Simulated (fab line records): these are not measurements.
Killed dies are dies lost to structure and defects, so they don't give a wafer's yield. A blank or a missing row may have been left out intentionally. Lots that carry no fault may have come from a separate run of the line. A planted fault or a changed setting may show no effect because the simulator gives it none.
Comparing a struck lot with a sound one + flow berkeleyCmos170 + 28 steps out of a route of 331
Sound: the wafers L200.2, L200.4, L200.5. Wafers L211.1, L211.3, L211.4 were the ones struck. The cause is named last.
Order at every step that has rows: each side's tool, ch and its chambers, its first start. Under that, the readings that differ: sound wafers + struck wafers + difference of the means + sigmas: that difference in standard deviations of wafers without a fault.
alike: readings whose means differ by less than 2 such deviations, and words and numbers that are the same on both sides. not compared: withheld readings, readings that some wafer has no value for, bounds like >300 that may hide the same value, and numbers for which the record gives no deviation and whose values overlap.
Wherever a step has rows on one side only, a row that says differs or no value, or a row with sigmas, the two part there. Numbers that have no deviation but don't overlap get no sigmas and don't part them. A reading that every wafer of one side lacks parts them only if that side has two wafers or more.

UCB170_GATE_CD_MEAS_90 targets a cd of 350 nm.
  struck on cdSem-02, day 10 00:50; sound on cdSem-02, day 7 12:09
| reading   | sound             | struck            | difference | sigmas |
|-----------|-------------------|-------------------|------------|--------|
| cdNm (nm) | 352.5 353.5 353.4 | 349.1 349.2 349.8 | -3.8       | -3     |
then, 7 steps without rows for these wafers: UCB170_GATE_CLEAN_17 (cleans in SPM, time 600 s); UCB170_PLDD_HMDS_00 (prime time 60 s); UCB170_PLDD_COAT_01 (resist thk 900 nm); UCB170_PLDD_SOFTBAKE_02 (time 60 s); UCB170_PLDD_EXPOSE_03 (exposes mask PSELECT, target cd 1200 nm); UCB170_PLDD_PEB_04; UCB170_PLDD_DEVELOP_05 (develop time 45 s).
UCB170_PLDD_CD_MEAS_06 targets a cd of 1200 nm.
  struck on cdSem-01, day 10 02:19; sound on cdSem-01, day 7 13:19
  alike: cdNm
UCB170_PLDD_OVL_MEAS_07:
  struck on overlay-02, day 10 02:26; sound on overlay-02, day 7 13:26
  alike: PLDD_OVL
then, 2 steps without rows for these wafers: UCB170_PLDD_IMPLANT_08; UCB170_PLDD_IMPLANT_09.
UCB170_PLDD_STRIP_10: strips in O2.
  sound on plasmaAsher-02 ch 0,1, day 7 13:46; struck on plasmaAsher-03 ch 0,1, day 10 02:46
  no value came back on the struck wafers for any of 5 readings (chamberPressureMTorr (mTorr), drypumpMotorCurrentA (A) and others); on the sound wafers chamberPressureMTorr (mTorr) reads 3506 3500 3494
| reading                              | sound | struck          | difference | sigmas |
|--------------------------------------|-------|-----------------|------------|--------|
| model.KrF_of_PLDD_COAT_01.thkNm (nm) | 0 0 0 | 888.1 885 885.4 | +886.2     |        |
  not compared: rfHoursCounterH
UCB170_PLDD_TW_MEAS_11:
  struck on filmMetro-03, day 10 02:52; sound on filmMetro-01, day 7 13:52
  alike: PLDD_TW
then, 7 steps without rows for these wafers: UCB170_PLDD_CLEAN_12 (cleans in SPM, time 600 s); UCB170_NLDD_HMDS_00 (prime time 60 s); UCB170_NLDD_COAT_01 (resist thk 900 nm); UCB170_NLDD_SOFTBAKE_02 (time 60 s); UCB170_NLDD_EXPOSE_03 (exposes mask NSELECT, target cd 1200 nm); UCB170_NLDD_PEB_04; UCB170_NLDD_DEVELOP_05 (develop time 45 s).
UCB170_NLDD_CD_MEAS_06 targets a cd of 1200 nm.
  struck on cdSem-02, day 10 05:25; sound on cdSem-01, day 7 15:17
  alike: cdNm
UCB170_NLDD_OVL_MEAS_07:
  struck on overlay-01, day 10 05:32; sound on overlay-01, day 7 15:23
  alike: NLDD_OVL
then, 2 steps without rows for these wafers: UCB170_NLDD_IMPLANT_08; UCB170_NLDD_IMPLANT_09.
UCB170_NLDD_STRIP_10: strips in O2.
  sound on plasmaAsher-04 ch 1, day 7 15:43; struck on plasmaAsher-01 ch 0,1, day 10 05:52
| reading                  | sound             | struck            | difference | sigmas      |
|--------------------------|-------------------|-------------------|------------|-------------|
| stripTimeToEndpointS (s) | 21.54 21.67 21.62 | 47.88 47.81 47.75 | +26.20     | +99 or more |
  alike: chamberPressureMTorr, drypumpMotorCurrentA, o2FlowSccm, oesProductAu
  not compared: rfHoursCounterH
UCB170_NLDD_TW_MEAS_11:
  struck on filmMetro-03, day 10 05:58; sound on filmMetro-01, day 7 15:50
| reading | sound          | struck   | difference | sigmas |
|---------|----------------|----------|------------|--------|
| NLDD_TW | 2203 2198 2208 | 30 30 30 | -2173      | -62    |
then, 1 step without rows for these wafers: UCB170_NLDD_CLEAN_12 (cleans in SPM, time 600 s).

## WHERE THEY PART
First at UCB170_GATE_CD_MEAS_90; last, within this record, at UCB170_NLDD_TW_MEAS_11.

WHY: whatever the simulator had introduced
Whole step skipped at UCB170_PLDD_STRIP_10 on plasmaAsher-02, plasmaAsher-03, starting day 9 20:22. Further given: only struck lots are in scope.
